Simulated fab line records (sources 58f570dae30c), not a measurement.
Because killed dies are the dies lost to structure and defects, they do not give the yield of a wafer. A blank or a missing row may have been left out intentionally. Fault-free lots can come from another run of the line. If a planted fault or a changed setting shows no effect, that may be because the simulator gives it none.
2 desks, one fault    flow berkeley cmos170    each desk has only its own numbers; what lay behind them comes last

THE METROLOGY DESK
What the gauges read, lot by lot, whatever tool the lot ran on: means of the sampled wafers that have a number. If a lot's mean is further than 4 standard deviations from the usual mean, the lot is out of limits and carries the mark OUT (the distance appears in the brackets).
Columns: A = NVT_OVL at UCB170_NVT_OVL_MEAS_06, usual 0 nm; B = FIELD_OXIDE_LEFT_2_THK at UCB170_FIELD_THK_MEAS_91, usual 353 nm; C = SPACER_TEOS_THK at UCB170_SPACER_THK_MEAS_01, usual 377 nm
lot   first seen here  A   B    C
L121  day 5 11:11      -3  343  375
L124  day 5 20:44      -6  350  377
L123  day 5 21:02      1   351  375
L125  day 6 09:32      0   354  376
L126  day 6 09:49      1   345  377
L128  day 7 03:05      7   367  376
L130  day 7 08:05      6   360  377
L131  day 7 22:07      6   340  375
L132  day 8 02:42      1   336  375
L134  day 8 02:59      1   350  380
L133  day 8 03:10      6   349  376
L143  day 10 06:43     -6  355  375
L144  day 10 06:59     -3  348  378
L142  day 10 07:16     -6  343  380
Result from this desk: across the 14 lots, nothing is out of limits.

DESK OF THE TOOL OWNER: litho track-02
The tool's own readings at UCB170_PLDD_PEB_04: means of the sampled wafers that have a number, for each lot that ran on this tool. If a lot's mean is further than 4 standard deviations from the usual mean, the lot is out of limits and carries the mark OUT (the distance appears in the brackets).
Columns: A = chill plate temp C at UCB170_PLDD_PEB_04, usual 22.99 C; B = exhaust pa at UCB170_PLDD_PEB_04, usual 45.1 Pa
lot   first seen here  A      B
L124  day 6 14:45      23.04  46.1
L128  day 7 19:28      22.97  45.9
L131  day 8 20:55      22.99  44.4
L132  day 8 21:53      23.02  45.1
Result from this desk: across the 4 lots, nothing is out of limits.

PUT TOGETHER
At the metrology desk, nothing out of limits was observed.
Nothing out of limits was seen by the tool owner's desk.

WHAT THE SIMULATOR HAD INSERTED
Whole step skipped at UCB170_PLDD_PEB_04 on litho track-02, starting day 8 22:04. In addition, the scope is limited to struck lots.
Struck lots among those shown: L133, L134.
